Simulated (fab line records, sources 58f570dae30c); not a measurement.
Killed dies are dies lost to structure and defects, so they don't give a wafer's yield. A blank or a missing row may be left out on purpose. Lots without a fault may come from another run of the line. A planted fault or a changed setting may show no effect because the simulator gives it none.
A struck lot beside a sound one | flow berkeley_cmos170 | 16 steps out of a route of 331
Sound: wafers L324.1, L324.5, L324.6. Struck: wafers L337.1, L337.2, L337.6. The cause comes at the end.
At each step with rows: each side's tool, then ch and its chambers, then its first start. Under that, the readings that differ: sound wafers | struck wafers | difference of the means | sigmas: that difference in standard deviations of wafers without a fault.
alike: readings whose means differ by less than 2 such deviations, and words and numbers that are the same on both sides. not compared: withheld readings, readings that some wafer has no value for, bounds like >300 that may hide the same value, and numbers for which the record gives no deviation and whose values overlap.
The two part at a step that has a row with sigmas, a row that says differs or no value, or rows on one side only. Numbers that don't overlap but have no deviation are shown without sigmas and don't part them. A reading that every wafer of one side lacks parts them only if that side has two wafers or more.

first, 3 steps without rows for these wafers: UCB170_PWELL_EXPOSE_10 (exposes mask PWELL, target cd 3000 nm); UCB170_PWELL_PEB_11; UCB170_PWELL_DEVELOP_12 (develop time 45 s).
UCB170_PWELL_OVL_MEAS_13:
  sound on overlay-02, day 4 12:31; struck on overlay-02, day 7 05:31
  alike: PWELL_OVL
UCB170_PWELL_ETCH_14: etches Si3N4 in CH3F/Ar/O2, stops on SiO2, target depth 242 nm, time 151 s.
  sound on rie_diel-04 ch 0,2,3, day 4 12:34; struck on rie_diel-04 ch 0,1,3, day 7 05:33
  alike: drypump_motor_current_A, oes_product_au, throttle_valve_pct
  not compared: rf_hours_counter_h
then, 1 step without rows for these wafers: UCB170_PWELL_IMPLANT_15.
UCB170_PWELL_STRIP_16: strips in O2.
  sound on plasma_asher-01 ch 0,1, day 4 12:49; struck on plasma_asher-04 ch 0,1, day 7 05:48
  alike: drypump_motor_current_A, oes_product_au, strip_time_to_endpoint_s
  not compared: rf_hours_counter_h
UCB170_PWELL_TW_MEAS_17:
  sound on film_metro-03, day 4 12:55; struck on film_metro-03, day 7 05:54
  alike: PWELL_TW
then, 4 steps without rows for these wafers: UCB170_PWELL_CLEAN_18 (cleans in SPM, time 600 s); UCB170_PWELL_WET_ETCH_19 (etches Si3N4 in H3PO4, time 14400 s); UCB170_PWELL_WET_ETCH_20 (etches SiO2 in BOE, time 22 s); UCB170_WELLDRIVE_CLEAN_00 (cleans in SPM, time 600 s).
UCB170_WELLDRIVE_OXIDATION_01: target thk 199 nm, ox time 9000 s.
  sound on furnace-04 ch 0, day 5 02:02; struck on furnace-02 ch 0, day 7 19:58
  alike: ox_temp_c, tube_center_temp_C
UCB170_WELLDRIVE_THK_MEAS_02:
  sound on film_metro-03, day 5 05:32; struck on film_metro-02, day 7 23:28
  reading                  | sound       | struck      | difference | sigmas
  WELLDRIVE_OXIDE_THK (nm) | 201 198 196 | 300 300 302 | +102       | +27
then, 1 step without rows for these wafers: UCB170_WELLDRIVE_ANNEAL_03 (time 900 s).
-- the record jumps here: 4 days lie between the struck wafers' starts before and after (it left off in module WELLDRIVE and takes up again in module M3, whose first step shown is number 331 of the route) --
UCB170_M3_PROBE_99:
  the record has rows for the struck wafers here (prober-02, day 12 11:26) and none for the sound ones

WHERE THEY PART
First at UCB170_WELLDRIVE_THK_MEAS_02; last, within this record, at UCB170_M3_PROBE_99.

WHY: what the simulator had put in
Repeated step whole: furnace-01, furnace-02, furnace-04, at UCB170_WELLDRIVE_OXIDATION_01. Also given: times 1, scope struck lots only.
